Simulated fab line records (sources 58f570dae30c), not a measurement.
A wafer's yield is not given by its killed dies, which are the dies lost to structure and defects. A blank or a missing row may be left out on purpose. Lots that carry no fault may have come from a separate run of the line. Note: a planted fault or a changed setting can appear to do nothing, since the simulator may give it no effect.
Which of the tools did it? | flow berkeley cmos170 | 7 lots, 20 wafers sampled, at 2 steps of a route of 331

WHAT THE GAUGES READ, wafer by wafer
UCB170_PLDD_TW_MEAS_11.
lot  | measured     | on            | PLDD_TW
L673 | day 8 07:39  | film metro-01 | 1017 1013 1018
L675 | day 8 15:37  | film metro-04 | 1001 1003 1003
L679 | day 9 19:06  | film metro-02 | 1014 1010 1011
L682 | day 10 18:29 | film metro-01 | 1076 1080 1081 1076
L684 | day 10 18:56 | film metro-02 | 1008 1007 1010
L690 | day 11 09:40 | film metro-01 | 1024 1021 1022
L692 | day 12 09:29 | film metro-01 | 1018 1014 1017

WHAT TOOL EACH LOT RAN ON (gives the tool, then ch and the chambers of the sampled wafers, and finally the start)
lot  | UCB170_PLDD_IMPLANT_08
L673 | implanter-04 ch 0, day 8 07:15
L675 | implanter-01 ch 0, day 8 15:13
L679 | implanter-04 ch 0, day 9 18:43
L682 | implanter-04 ch 0, day 10 18:05
L684 | implanter-01 ch 0, day 10 18:32
L690 | implanter-02 ch 0, day 11 09:16
L692 | implanter-02 ch 0, day 12 09:04
- UCB170_PLDD_IMPLANT_08

THE ANSWER, worked out from the rows above alone
Rule: what is usual is taken from the lots themselves. Put in order of their means at a reading, lots are off if they are a third of the lots or fewer, leave a main group of 4 or more, and stand apart from it by a gap of 3 or more times the standard deviation of the main group's means; of several such gaps the widest counts. Not used: any main group whose means are identical at the precision the tables above print for the reading. A lot without any number at a reading at which 4 lots or more have one is off too. Where the step has rows for the other lots, those lots are counted as sound.
Off: L682, at UCB170_PLDD_TW_MEAS_11 (PLDD_TW). The main group: mean 1013, standard deviation 6.4.
If a tool, at a process step before that reading, ran all the lots that are off and no sound lot after the first of them, it fits. Gauges at UCB170_PLDD_TW_MEAS_11: tried the same way as those tools. One fits: UCB170_PLDD_IMPLANT_08 on implanter-04. A fault onset in the window from L679 (day 9 18:43, its last sound lot) to L682 (day 10 18:05, its first lot off) fits.

WHAT WAS PUT IN BY THE SIMULATOR
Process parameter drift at UCB170_PLDD_IMPLANT_08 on implanter-04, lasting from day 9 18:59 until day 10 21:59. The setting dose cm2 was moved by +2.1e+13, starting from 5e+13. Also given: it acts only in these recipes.
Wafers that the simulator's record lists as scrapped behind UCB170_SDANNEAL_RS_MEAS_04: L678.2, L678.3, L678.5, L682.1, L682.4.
Struck lots among those shown: L682. The rule above found the same.
